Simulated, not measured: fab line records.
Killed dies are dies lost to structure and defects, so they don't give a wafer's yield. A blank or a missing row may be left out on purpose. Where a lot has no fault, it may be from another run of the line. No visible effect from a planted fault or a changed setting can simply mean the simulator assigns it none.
The same fault as seen by 2 desks || flow berkeleyCmos170 || only its own numbers are on each desk; what lay behind them is given at the end

== FROM THE METROLOGY DESK ==
What the gauges read, lot by lot, whatever tool the lot ran on: means of the sampled wafers that have a number. If a lot's mean is further than 4 standard deviations from the usual mean, the lot is out of limits and carries the mark OUT (the distance appears in the brackets).
Columns: A = cdNm at UCB170_PLDD_CD_MEAS_06, usual 1199.8 nm
{"lot": "L702", "first seen here": "day 7 12:55", "A": 1199.4}
{"lot": "L701", "first seen here": "day 7 13:13", "A": 1197.6}
{"lot": "L703", "first seen here": "day 7 13:14", "A": 1202.0}
{"lot": "L705", "first seen here": "day 8 01:57", "A": 1199.0}
{"lot": "L708", "first seen here": "day 8 12:08", "A": 1201.3}
{"lot": "L707", "first seen here": "day 8 12:50", "A": 1201.2}
{"lot": "L706", "first seen here": "day 8 13:06", "A": 1199.7}
{"lot": "L709", "first seen here": "day 8 22:16", "A": 1199.4}
{"lot": "L710", "first seen here": "day 8 22:37", "A": 1200.0}
{"lot": "L712", "first seen here": "day 9 14:02", "A": 1203.9}
{"lot": "L714", "first seen here": "day 9 14:23", "A": "1206.7 (+4.6) OUT"}
{"lot": "L718", "first seen here": "day 10 11:45", "A": 1199.4}
{"lot": "L719", "first seen here": "day 10 21:48", "A": 1198.9}
{"lot": "L721", "first seen here": "day 11 15:23", "A": 1201.7}
This desk finds L714 out of limits, L714 being first, at day 9 14:23 (cdNm at UCB170_PLDD_CD_MEAS_06). In limits: L702, L701, L703, L705, L708, L707, L706, L709, L710, L712, L718, L719, L721.

== FOR THE TOOL OWNER'S DESK: lithoTrack-03 ==
The tool's own readings at UCB170_PLDD_PEB_04: means of the sampled wafers that have a number, for each lot that ran on this tool. If a lot's mean is further than 4 standard deviations from the usual mean, the lot is out of limits and carries the mark OUT (the distance appears in the brackets).
Columns: A = heaterPowerTotalW at UCB170_PLDD_PEB_04, usual 56.79 W; B = plateTempC at UCB170_PLDD_PEB_04, usual 130.01 C; C = resistLineTempC at UCB170_PLDD_PEB_04, usual 23.01 C
{"lot": "L703", "first seen here": "day 7 12:58", "A": 56.75, "B": 129.90, "C": 22.95}
{"lot": "L707", "first seen here": "day 8 12:34", "A": 56.84, "B": 129.98, "C": 22.90}
{"lot": "L706", "first seen here": "day 8 12:49", "A": 56.80, "B": 130.08, "C": 23.04}
{"lot": "L712", "first seen here": "day 9 13:47", "A": "57.30 (+10) OUT", "B": "130.98 (+8.1) OUT", "C": 23.01}
{"lot": "L714", "first seen here": "day 9 14:07", "A": "57.26 (+9.5) OUT", "B": "130.96 (+7.9) OUT", "C": 23.13}
This desk finds L712, L714 out of limits, L712 being first, at day 9 13:47 (heaterPowerTotalW at UCB170_PLDD_PEB_04). In limits: L703, L707, L706.

== TAKEN TOGETHER ==
The tool owner's desk could have raised an alarm at day 9 13:47, on L712, L714.
L714 would have let the metrology desk raise an alarm at day 9 14:23.
The metrology desk has L712 on record, within its limits.
All the named lots went through UCB170_PLDD_PEB_04 on lithoTrack-03.

== WHAT THE SIMULATOR HAD INSERTED ==
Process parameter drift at UCB170_PLDD_PEB_04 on lithoTrack-03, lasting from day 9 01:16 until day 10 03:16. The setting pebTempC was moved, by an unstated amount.
Shown lots that were struck: L712, L714.
Fault start to first reading out of limits, in hours, per desk: tool owner, 13; metrology, 13.
